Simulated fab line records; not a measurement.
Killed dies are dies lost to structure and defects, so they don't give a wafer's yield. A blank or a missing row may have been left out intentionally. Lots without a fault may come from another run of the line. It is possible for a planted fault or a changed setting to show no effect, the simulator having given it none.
Check for tools in common -- flow berkeley_cmos170 -- 14 lots, 42 wafers sampled

WHY IT WAS OPENED
Flagged at UCB170_M2_CD_MEAS_90: reading cd_nm, on 2 of 14 lots. No-fault wafers: 701.1 nm, standard deviation 3.
Rule: a lot is flagged when every wafer of it that has a number lies more than 4 standard deviations from that mean, or none has a number. As for the other lots, they are considered sound.

lot,measured,on,"cd_nm (nm), wafer by wafer",flag
L691,day 8 08:50,cd_sem-02,705.5 703.3 702.7,
L692,day 8 13:58,cd_sem-02,698.1 702.8 701.8,
L693,day 8 23:20,cd_sem-01,700.4 699.5 701.9,
L696,day 9 08:44,cd_sem-01,701.1 699.2 700.0,
L694,day 9 09:07,cd_sem-01,701.4 700.8 699.4,
L695,day 9 11:11,cd_sem-01,705.3 704.8 705.6,
L699,day 10 00:32,cd_sem-01,702.0 707.3 704.0,
L697,day 10 04:31,cd_sem-02,698.7 698.1 701.7,
L702,day 10 20:49,cd_sem-02,700.0 699.4 694.2,
L700,day 10 22:38,cd_sem-01,699.0 701.2 697.3,
L701,day 10 22:55,cd_sem-01,703.4 697.8 704.8,
L707,day 11 19:46,cd_sem-01,685.9 681.4 683.7,FLAGGED
L705,day 12 00:56,cd_sem-02,678.8 686.0 679.1,FLAGGED
L714,day 14 06:37,cd_sem-01,702.9 701.7 701.9,
Average over the flagged lots: 682.5 nm; offset from the usual -18.6 nm, equal to -6 standard deviations.

LOT BY LOT: THE TOOL USED
The record holds 3 process steps before the reading, out of a route of 331 steps. In each cell: the tool, then ch and the chambers that the sampled wafers went through, then the start.
lot,flag,UCB170_V1_ETCH_14,UCB170_M2_METAL_ETCH_18,UCB170_M2_STRIP_19
L691,,"rie_diel-01 ch 1,3, day 8 05:56","rie_metal-01 ch 0,1, day 8 08:32","plasma_asher-01 ch 0,1, day 8 08:44"
L692,,"rie_diel-04 ch 0,1,2, day 8 11:08","rie_metal-04 ch 0,1, day 8 13:41","plasma_asher-01 ch 0,1, day 8 13:51"
L693,,"rie_diel-01 ch 0,1, day 8 20:17","rie_metal-01 ch 0,1, day 8 22:59","plasma_asher-03 ch 0,1, day 8 23:08"
L696,,"rie_diel-02 ch 0,1,3, day 9 05:05","rie_metal-03 ch 0,1, day 9 08:20","plasma_asher-03 ch 0, day 9 08:32"
L694,,"rie_diel-04 ch 0,2,3, day 9 05:22","rie_metal-01 ch 0,1, day 9 08:49","plasma_asher-03 ch 0,1, day 9 09:01"
L695,,"rie_diel-04 ch 0,1,2, day 9 07:07","rie_metal-04 ch 1, day 9 10:38","plasma_asher-03 ch 0,1, day 9 11:01"
L699,,"rie_diel-01 ch 0,3, day 9 21:26","rie_metal-04 ch 0,1, day 10 00:15","plasma_asher-01 ch 0,1, day 10 00:26"
L697,,"rie_diel-04 ch 2,3, day 10 01:35","rie_metal-01 ch 0,1, day 10 04:13","plasma_asher-01 ch 0,1, day 10 04:23"
L702,,"rie_diel-01 ch 1,2, day 10 14:49","rie_metal-04 ch 0,1, day 10 20:32","plasma_asher-04 ch 0,1, day 10 20:41"
L700,,"rie_diel-04 ch 2,3, day 10 19:36","rie_metal-01 ch 0,1, day 10 22:20","plasma_asher-04 ch 0,1, day 10 22:32"
L701,,"rie_diel-01 ch 0,3, day 10 19:52","rie_metal-04 ch 0,1, day 10 22:37","plasma_asher-03 ch 0,1, day 10 22:48"
L707,FLAGGED,"rie_diel-04 ch 0,1,3, day 11 16:40","rie_metal-04 ch 0, day 11 19:17","plasma_asher-01 ch 0,1, day 11 19:40"
L705,FLAGGED,"rie_diel-04 ch 2,3, day 11 20:50","rie_metal-04 ch 0,1, day 12 00:38","plasma_asher-03 ch 0,1, day 12 00:48"
L714,,"rie_diel-01 ch 0,1,2, day 13 23:27","rie_metal-03 ch 0,1, day 14 06:18","plasma_asher-01 ch 1, day 14 06:29"
What these steps do:
- UCB170_V1_ETCH_14: etches SiO2 in CHF3/CF4/Ar, stops on Al, target depth 1250 nm, time 291 s.
- UCB170_M2_METAL_ETCH_18: etches Al in Cl2/BCl3, stops on SiO2, target depth 1170 nm, time 195 s.
- UCB170_M2_STRIP_19: strips in O2.
- UCB170_M2_CD_MEAS_90: target cd 700 nm.

FLAGGED AGAINST TOTAL, ONE TOOL AT A TIME (gauges that did the reading follow at the end)
step,tool,lots run,flagged,share of the flagged lots,sound lots run after its first flagged lot
UCB170_V1_ETCH_14,rie_diel-01,6,0,none,-
UCB170_V1_ETCH_14,rie_diel-02,1,0,none,-
UCB170_V1_ETCH_14,rie_diel-04,7,2,all,0
UCB170_M2_METAL_ETCH_18,rie_metal-01,5,0,none,-
UCB170_M2_METAL_ETCH_18,rie_metal-03,2,0,none,-
UCB170_M2_METAL_ETCH_18,rie_metal-04,7,2,all,0
UCB170_M2_STRIP_19,plasma_asher-01,6,1,some,1 (L714)
UCB170_M2_STRIP_19,plasma_asher-03,6,1,some,0
UCB170_M2_STRIP_19,plasma_asher-04,2,0,none,-
UCB170_M2_CD_MEAS_90,cd_sem-01,9,1,some,1 (L714)
UCB170_M2_CD_MEAS_90,cd_sem-02,5,1,some,0

WHAT IS ALLOWED BY THE TABLE
Rows of the table that ran all the flagged lots, 2 in number: rie_diel-04 at UCB170_V1_ETCH_14; rie_metal-04 at UCB170_M2_METAL_ETCH_18.
- rie_diel-04 at UCB170_V1_ETCH_14 ran 7 lots, 2 of them flagged. A fault beginning between L700 (day 10 19:36), its last sound lot, and L707 (day 11 16:40), its first flagged one, fits the data.
- rie_metal-04 at UCB170_M2_METAL_ETCH_18 ran 7 lots, 2 of them flagged. A fault beginning between L701 (day 10 22:37), its last sound lot, and L707 (day 11 19:17), its first flagged one, fits the data. Its own readings (rf_fwd_power_W) fall more than 4 standard deviations out on all wafers of the flagged lots.
A lot count leaves these 2 tools indistinguishable: every one of them fits a fault beginning at some hour. More lots, or a look at what each step does to the wafer, might.

WHAT THE SIMULATOR HAD INSERTED
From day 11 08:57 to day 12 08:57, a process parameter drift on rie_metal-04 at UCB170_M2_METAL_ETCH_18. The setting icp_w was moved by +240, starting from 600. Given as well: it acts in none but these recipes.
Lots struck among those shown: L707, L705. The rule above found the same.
